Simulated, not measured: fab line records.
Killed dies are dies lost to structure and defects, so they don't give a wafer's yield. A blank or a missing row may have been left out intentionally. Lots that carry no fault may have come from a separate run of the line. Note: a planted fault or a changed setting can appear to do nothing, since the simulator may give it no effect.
Which of the tools did it? :: flow rit-cmos :: 13 lots, 39 wafers sampled, at 3 steps of a route of 202

WHAT EACH GAUGE READ, for each wafer
RIT_PRETRO_OVL_MEAS_06. Usual: PRETRO_OVL gives 0.6 nm (standard deviation 1.3).
lot: L891
measured: day 2 08:00
on: overlay-01
PRETRO_OVL (nm): 0.6 -0.2 -0.1
flag: 

lot: L893
measured: day 2 17:29
on: overlay-02
PRETRO_OVL (nm): 1.8 2.8 2.9
flag: 

lot: L895
measured: day 3 07:09
on: overlay-02
PRETRO_OVL (nm): -2.0 -2.3 -1.4
flag: 

lot: L896
measured: day 3 10:24
on: overlay-02
PRETRO_OVL (nm): 0.8 0.5 2.2
flag: 

lot: L897
measured: day 3 14:40
on: overlay-01
PRETRO_OVL (nm): 0.6 0.4 -0.3
flag: 

lot: L899
measured: day 3 23:07
on: overlay-02
PRETRO_OVL (nm): - - -
flag: OFF

lot: L903
measured: day 4 20:20
on: overlay-01
PRETRO_OVL (nm): 1.3 2.6 0.8
flag: 

lot: L908
measured: day 6 04:00
on: overlay-02
PRETRO_OVL (nm): -1.1 -1.1 0.5
flag: 

lot: L909
measured: day 6 09:05
on: overlay-01
PRETRO_OVL (nm): 0.4 0.1 1.6
flag: 

lot: L911
measured: day 6 17:13
on: overlay-01
PRETRO_OVL (nm): 1.0 1.7 0.8
flag: 

lot: L910
measured: day 6 17:50
on: overlay-01
PRETRO_OVL (nm): 1.4 -1.5 1.9
flag: 

lot: L914
measured: day 7 11:37
on: overlay-02
PRETRO_OVL (nm): 1.4 0.5 0.4
flag: 

lot: L913
measured: day 7 11:44
on: overlay-02
PRETRO_OVL (nm): 1.9 -0.6 -0.1
flag: 

RIT_PRETRO_TW_MEAS_10. Usual: PRETRO_TW gives 477 (standard deviation 4.5).
lot: L891
measured: day 2 08:37
on: film-metro-01
PRETRO_TW: 470 469 470
flag: 

lot: L893
measured: day 2 18:06
on: film-metro-01
PRETRO_TW: 475 474 472
flag: 

lot: L895
measured: day 3 07:46
on: film-metro-01
PRETRO_TW: 476 474 475
flag: 

lot: L896
measured: day 3 11:01
on: film-metro-02
PRETRO_TW: 474 479 476
flag: 

lot: L897
measured: day 3 15:16
on: film-metro-01
PRETRO_TW: 473 475 475
flag: 

lot: L899
measured: day 3 23:47
on: film-metro-02
PRETRO_TW: 30 30 30
flag: OFF

lot: L903
measured: day 4 20:57
on: film-metro-03
PRETRO_TW: 481 482 480
flag: 

lot: L908
measured: day 6 04:37
on: film-metro-03
PRETRO_TW: 485 482 485
flag: 

lot: L909
measured: day 6 09:41
on: film-metro-01
PRETRO_TW: 472 472 473
flag: 

lot: L911
measured: day 6 17:50
on: film-metro-03
PRETRO_TW: 483 485 483
flag: 

lot: L910
measured: day 6 18:26
on: film-metro-02
PRETRO_TW: 479 477 474
flag: 

lot: L914
measured: day 7 12:13
on: film-metro-01
PRETRO_TW: 472 472 475
flag: 

lot: L913
measured: day 7 12:20
on: film-metro-03
PRETRO_TW: 483 484 482
flag: 

TOOL THAT RAN EACH LOT (tool first, then ch and the chambers of the sampled wafers, then the start)
lot: L891
RIT_PRETRO_EXPOSE_03: iline-stepper-01 ch 0, day 2 07:34

lot: L893
RIT_PRETRO_EXPOSE_03: iline-stepper-02 ch 0, day 2 17:04

lot: L895
RIT_PRETRO_EXPOSE_03: iline-stepper-01 ch 0, day 3 06:39

lot: L896
RIT_PRETRO_EXPOSE_03: iline-stepper-02 ch 0, day 3 09:58

lot: L897
RIT_PRETRO_EXPOSE_03: iline-stepper-01 ch 0, day 3 14:14

lot: L899
RIT_PRETRO_EXPOSE_03: iline-stepper-02 ch 0, day 3 22:40

lot: L903
RIT_PRETRO_EXPOSE_03: iline-stepper-01 ch 0, day 4 19:55

lot: L908
RIT_PRETRO_EXPOSE_03: iline-stepper-01 ch 0, day 6 03:35

lot: L909
RIT_PRETRO_EXPOSE_03: iline-stepper-01 ch 0, day 6 08:32

lot: L911
RIT_PRETRO_EXPOSE_03: iline-stepper-02 ch 0, day 6 16:49

lot: L910
RIT_PRETRO_EXPOSE_03: iline-stepper-02 ch 0, day 6 17:25

lot: L914
RIT_PRETRO_EXPOSE_03: iline-stepper-02 ch 0, day 7 11:05

lot: L913
RIT_PRETRO_EXPOSE_03: iline-stepper-01 ch 0, day 7 11:18
- RIT_PRETRO_EXPOSE_03: exposes mask M5, target cd 43700 nm.

AS READ BY THE TOOLS THEMSELVES (means over the sampled wafers that have a number; for cases with no such wafer, the mark the record gives instead)
The record holds no such reading with a usual standard deviation.

THE ANSWER, worked out from the rows above alone
Rule: a lot is off if the mean of its wafers that have a number lies more than 3 standard deviations from the usual mean. Also off: a lot with no number at a reading for which 4 or more lots have one. Where the step has rows for the other lots, those lots are counted as sound. After the gauges, taken in route order, come the tools' own readings; for these a lot's mean is taken, as printed above. At the first step where some lot is off, the reading lying furthest off is the one used; lots without a number count as furthest.
Off: at RIT_PRETRO_OVL_MEAS_06 (PRETRO_OVL), L899. Without a number there: L899.
If a tool, at a process step before that reading, ran all the lots that are off and no sound lot after the first of them, it fits. The gauges at RIT_PRETRO_OVL_MEAS_06 aren't tried: what is off there is off at RIT_PRETRO_TW_MEAS_10 too, on other tools, and a gauge's error can't cause that. Of those tried, none fits.

WHAT THE SIMULATOR PUT IN
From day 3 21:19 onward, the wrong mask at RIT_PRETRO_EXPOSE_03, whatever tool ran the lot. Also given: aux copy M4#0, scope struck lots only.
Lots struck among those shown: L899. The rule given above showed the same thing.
